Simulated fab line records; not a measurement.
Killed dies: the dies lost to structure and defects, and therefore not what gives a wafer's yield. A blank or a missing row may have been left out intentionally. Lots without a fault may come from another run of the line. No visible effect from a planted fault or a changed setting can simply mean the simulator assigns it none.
Which tool did it? | flow ritCmos | 14 lots with 42 wafers sampled at 5 steps, on a route of 202 steps

## WHAT THE GAUGES SHOWED, per wafer
RIT_FOX2_THK_MEAS_01.
lot  | measured    | on           | FOX2_OXIDE_THK (nm)
L530 | day 1 19:42 | filmMetro-02 | 351 347 345
L532 | day 2 05:50 | filmMetro-04 | 364 361 359
L534 | day 2 15:01 | filmMetro-02 | 357 348 350
L535 | day 2 20:35 | filmMetro-04 | 363 361 360
L536 | day 3 01:57 | filmMetro-01 | 356 358 356
L537 | day 3 06:52 | filmMetro-04 | 361 366 362
L539 | day 3 15:38 | filmMetro-01 | 354 353 352
L542 | day 4 06:47 | filmMetro-04 | 356 352 353
L543 | day 4 13:28 | filmMetro-01 | 355 357 355
L544 | day 4 17:08 | filmMetro-01 | 353 360 353
L545 | day 4 22:33 | filmMetro-04 | 348 353 348
L547 | day 5 09:13 | filmMetro-02 | 346 343 348
L551 | day 6 03:44 | filmMetro-02 | 365 362 367
L553 | day 6 13:28 | filmMetro-01 | 354 362 359

RIT_FOX2_THK_MEAS_90.
lot  | measured    | on           | FIELD_OXIDE_LEFT_1_THK (nm)
L530 | day 1 20:35 | filmMetro-01 | 323 319 317
L532 | day 2 06:43 | filmMetro-04 | 336 333 331
L534 | day 2 15:53 | filmMetro-01 | 329 320 323
L535 | day 2 21:28 | filmMetro-01 | 336 334 333
L536 | day 3 02:49 | filmMetro-01 | 329 330 329
L537 | day 3 07:44 | filmMetro-01 | 333 339 335
L539 | day 3 16:35 | filmMetro-01 | 327 325 325
L542 | day 4 07:44 | filmMetro-04 | 329 325 326
L543 | day 4 14:25 | filmMetro-04 | 327 329 328
L544 | day 4 18:05 | filmMetro-02 | 325 332 326
L545 | day 4 23:35 | filmMetro-04 | 321 326 321
L547 | day 5 10:06 | filmMetro-02 | 319 316 320
L551 | day 6 04:37 | filmMetro-04 | 338 334 340
L553 | day 6 14:25 | filmMetro-04 | 326 335 332

RIT_PWELL_OVL_MEAS_06.
lot  | measured    | on         | PWELL_OVL (nm)
L530 | day 1 23:18 | overlay-01 | -0.6 -0.6 0.9
L532 | day 2 09:16 | overlay-01 | -1.4 0.1 0.4
L534 | day 2 18:39 | overlay-01 | 0.1 -0.8 -1.0
L535 | day 2 23:57 | overlay-02 | 0.3 -0.4 0.1
L536 | day 3 05:26 | overlay-01 | -3.3 1.2 -2.1
L537 | day 3 10:36 | overlay-02 | -1.1 -0.6 -0.6
L539 | day 3 19:19 | overlay-02 | 1.3 0.3 -0.2
L542 | day 4 10:31 | overlay-01 | -0.6 0.6 1.1
L543 | day 4 16:53 | overlay-01 | -0.7 -0.9 -1.0
L544 | day 4 20:35 | overlay-02 | -0.3 -1.9 -3.5
L545 | day 5 02:16 | overlay-01 | -0.4 -1.5 -0.4
L547 | day 5 12:43 | overlay-01 | 0.4 -1.0 -0.9
L551 | day 6 07:13 | overlay-02 | -1.3 -0.8 0.9
L553 | day 6 17:20 | overlay-02 | 0.4 -1.9 -0.8

RIT_PRETRO_TW_MEAS_10.
lot  | measured    | on           | PRETRO_TW
L530 | day 2 08:35 | filmMetro-03 | 466 463 466
L532 | day 2 18:40 | filmMetro-01 | 473 473 473
L534 | day 3 04:13 | filmMetro-01 | 475 474 473
L535 | day 3 09:15 | filmMetro-01 | 471 473 471
L536 | day 3 14:53 | filmMetro-01 | 472 472 473
L537 | day 3 20:14 | filmMetro-02 | 472 474 472
L539 | day 4 04:38 | filmMetro-02 | 411 409 411
L542 | day 4 19:46 | filmMetro-02 | 411 413 411
L543 | day 5 01:59 | filmMetro-02 | 468 471 468
L544 | day 5 05:55 | filmMetro-01 | 471 473 474
L545 | day 5 13:30 | filmMetro-02 | 474 470 470
L547 | day 5 22:28 | filmMetro-03 | 464 467 467
L551 | day 6 16:41 | filmMetro-02 | 471 473 475
L553 | day 7 02:32 | filmMetro-02 | 475 472 474

## WHICH TOOL RAN EACH LOT (tool, then ch and the chambers of the sampled wafers, then the start)
lot  | RIT_PRETRO_IMPLANT_08
L530 | implanter-01 ch 0, day 2 08:19
L532 | implanter-03 ch 0, day 2 18:23
L534 | implanter-03 ch 0, day 3 03:55
L535 | implanter-03 ch 0, day 3 08:56
L536 | implanter-03 ch 0, day 3 14:35
L537 | implanter-04 ch 0, day 3 19:55
L539 | implanter-03 ch 0, day 4 04:20
L542 | implanter-03 ch 0, day 4 19:28
L543 | implanter-01 ch 0, day 5 01:41
L544 | implanter-04 ch 0, day 5 05:36
L545 | implanter-01 ch 0, day 5 13:03
L547 | implanter-01 ch 0, day 5 22:08
L551 | implanter-04 ch 0, day 6 16:24
L553 | implanter-01 ch 0, day 7 02:15
- RIT_PRETRO_IMPLANT_08

## WHAT THE TOOLS THEMSELVES READ (means of the sampled wafers that have a number; where no wafer has one, the mark that the record gives instead)
RIT_PRETRO_IMPLANT_08.
lot  | tool         | doseIonsCm2 | faradayCurrentUA
L530 | implanter-01 | 1.2003e+13  | 37.8
L532 | implanter-03 | 1.2009e+13  | 37.9
L534 | implanter-03 | 1.1995e+13  | 38.6
L535 | implanter-03 | 1.2013e+13  | 38.6
L536 | implanter-03 | 1.2005e+13  | 38.0
L537 | implanter-04 | 1.1997e+13  | 37.9
L539 | implanter-03 | 7.6893e+12  | 24.6
L542 | implanter-03 | 7.6630e+12  | 24.4
L543 | implanter-01 | 1.2016e+13  | 37.9
L544 | implanter-04 | 1.1997e+13  | 38.1
L545 | implanter-01 | 1.2013e+13  | 38.7
L547 | implanter-01 | 1.2010e+13  | 38.3
L551 | implanter-04 | 1.2001e+13  | 37.8
L553 | implanter-01 | 1.1997e+13  | 38.6

## THE ANSWER, worked out from the rows above alone
Rule: the usual values come from the lots themselves. The widest of any qualifying gaps counts: lots, ordered by their means at a reading, are off when they make up no more than a third of the lots, leave a main group of 4 or more, and stand apart from it by 3 or more times the standard deviation of that group's means. The tables above print the reading to a certain number of digits; a main group whose means all agree to those digits is not used. A lot without any number at a reading at which 4 lots or more have one is off too. The other lots that the step has rows for count as sound. After the gauges, taken in route order, come the tools' own readings; for these a lot's mean is taken, as printed above. At the first step where some lot is off, the reading lying furthest off is the one used; lots without a number count as furthest.
Off: L539, L542, seen at RIT_PRETRO_TW_MEAS_10 (PRETRO_TW). Main group: mean 471, sd 2.8.
If a tool, at a process step before that reading, ran all the lots that are off and no sound lot after the first of them, it fits. The gauges at RIT_PRETRO_TW_MEAS_10 aren't tried: what is off there is off at RIT_PRETRO_IMPLANT_08 too, on other tools, and a gauge's error can't cause that. One candidate fits, namely implanter-03 at RIT_PRETRO_IMPLANT_08. Its last sound lot is L536 (day 3 14:35), its first lot that is off L539 (day 4 04:20): a fault that began between those two fits.
The tool's own readings at RIT_PRETRO_IMPLANT_08 bear it out: on the lots that are off they differ by more than 5 times the standard deviation of the sound lots' means. doseIonsCm2 reads 7.6762e+12 there against 1.2005e+13 on the sound lots; faradayCurrentUA reads 24.5 there against 38.2 on the sound lots.

## WHAT THE SIMULATOR PUT IN
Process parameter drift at RIT_PRETRO_IMPLANT_08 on implanter-03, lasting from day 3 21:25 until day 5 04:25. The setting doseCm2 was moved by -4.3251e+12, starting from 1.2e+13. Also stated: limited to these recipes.
Lots struck among those shown: L539, L542. The same result came from the rule above.
